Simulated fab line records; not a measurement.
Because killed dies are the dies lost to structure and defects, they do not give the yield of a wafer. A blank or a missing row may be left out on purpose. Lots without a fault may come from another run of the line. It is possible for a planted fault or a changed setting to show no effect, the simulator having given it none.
Which tool was responsible? :: flow berkeley-cmos170 :: 14 lots, 42 wafers sampled, at 1 step of a route of 331

== WHAT THE GAUGES SHOWED, per wafer ==
The record holds no reading of a measuring or inspecting step that can be judged against a usual standard deviation.

== WHICH TOOL RAN EACH LOT (tool, then ch and the chambers of the sampled wafers, then the start) ==
lot: L764
UCB170_CONTACT_STRIP_19: plasma-asher-03 ch 0,1, day 6 19:28

lot: L763
UCB170_CONTACT_STRIP_19: plasma-asher-03 ch 0,1, day 6 19:50

lot: L766
UCB170_CONTACT_STRIP_19: plasma-asher-03 ch 1, day 7 14:48

lot: L768
UCB170_CONTACT_STRIP_19: plasma-asher-01 ch 0,1, day 8 01:34

lot: L769
UCB170_CONTACT_STRIP_19: plasma-asher-02 ch 0,1, day 8 13:01

lot: L771
UCB170_CONTACT_STRIP_19: plasma-asher-01 ch 1, day 9 03:23

lot: L773
UCB170_CONTACT_STRIP_19: plasma-asher-03 ch 0,1, day 9 18:39

lot: L775
UCB170_CONTACT_STRIP_19: plasma-asher-01 ch 0,1, day 9 19:39

lot: L776
UCB170_CONTACT_STRIP_19: plasma-asher-02 ch 0,1, day 9 20:22

lot: L780
UCB170_CONTACT_STRIP_19: plasma-asher-03 ch 0,1, day 10 12:21

lot: L779
UCB170_CONTACT_STRIP_19: plasma-asher-03 ch 0,1, day 10 12:41

lot: L782
UCB170_CONTACT_STRIP_19: plasma-asher-03 ch 0,1, day 11 09:23

lot: L785
UCB170_CONTACT_STRIP_19: plasma-asher-01 ch 0,1, day 11 13:04

lot: L786
UCB170_CONTACT_STRIP_19: plasma-asher-01 ch 0,1, day 11 15:43
- UCB170_CONTACT_STRIP_19: strips in O2.

== WHAT THE TOOLS THEMSELVES READ (means of the sampled wafers that have a number; where no wafer has one, the mark that the record gives instead) ==
UCB170_CONTACT_STRIP_19. Usual: drypump-motor-current-A 5.9 A, standard deviation 0.33; oes-product-au 0.725 a.u., standard deviation 0.005.
lot: L764
tool: plasma-asher-03
drypump-motor-current-A (A): 5.9
oes-product-au (a.u.): 0.727
flag: 

lot: L763
tool: plasma-asher-03
drypump-motor-current-A (A): 6.1
oes-product-au (a.u.): 0.727
flag: 

lot: L766
tool: plasma-asher-03
drypump-motor-current-A (A): 6.4
oes-product-au (a.u.): 0.724
flag: 

lot: L768
tool: plasma-asher-01
drypump-motor-current-A (A): 5.8
oes-product-au (a.u.): 0.731
flag: 

lot: L769
tool: plasma-asher-02
drypump-motor-current-A (A): 5.8
oes-product-au (a.u.): 0.731
flag: 

lot: L771
tool: plasma-asher-01
drypump-motor-current-A (A): 6.3
oes-product-au (a.u.): 0.722
flag: 

lot: L773
tool: plasma-asher-03
drypump-motor-current-A (A): 6.1
oes-product-au (a.u.): 0.726
flag: 

lot: L775
tool: plasma-asher-01
drypump-motor-current-A (A): 6.0
oes-product-au (a.u.): 0.724
flag: 

lot: L776
tool: plasma-asher-02
drypump-motor-current-A (A): 5.8
oes-product-au (a.u.): 0.724
flag: 

lot: L780
tool: plasma-asher-03
drypump-motor-current-A (A): 5.9
oes-product-au (a.u.): 0.727
flag: 

lot: L779
tool: plasma-asher-03
drypump-motor-current-A (A): 5.8
oes-product-au (a.u.): 0.797
flag: OFF

lot: L782
tool: plasma-asher-03
drypump-motor-current-A (A): 6.1
oes-product-au (a.u.): 0.796
flag: OFF

lot: L785
tool: plasma-asher-01
drypump-motor-current-A (A): 5.8
oes-product-au (a.u.): 0.721
flag: 

lot: L786
tool: plasma-asher-01
drypump-motor-current-A (A): 5.8
oes-product-au (a.u.): 0.729
flag: 

== THE ANSWER, worked out from the rows above alone ==
Rule: lot off if the mean of its wafers having a number is beyond 3 standard deviations from the usual mean. A lot without any number at a reading at which 4 lots or more have one is off too. Where the step has rows for the other lots, those lots are counted as sound. First the gauges in route order, then the tools' own readings, where a lot's mean is used as printed above. The first step at which some lot is off is used, and at that step the reading that is off furthest; a lot without a number counts as furthest.
Off at UCB170_CONTACT_STRIP_19 (oes-product-au): L779, L782.
If a tool, at that step or one of the process steps before it, ran each lot that is off and ran no sound lot following the first of them, it fits. One candidate fits, namely plasma-asher-03 at UCB170_CONTACT_STRIP_19. Its last sound lot is L780 (day 10 12:21), its first lot that is off L779 (day 10 12:41): a fault that began between those two fits.
On the lots that are off, the tool's own readings at UCB170_CONTACT_STRIP_19 differ by more than 5 times the standard deviation of the sound lots' means, which bears it out; oes-product-au reads 0.796 a.u. there versus 0.726 a.u. on the sound lots.

== WHAT THE SIMULATOR HAD INSERTED ==
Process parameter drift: plasma-asher-03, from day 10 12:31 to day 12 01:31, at UCB170_CONTACT_STRIP_19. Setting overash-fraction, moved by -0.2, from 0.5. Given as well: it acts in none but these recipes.
Lots struck among those shown: L779, L782. The rule given above showed the same thing.
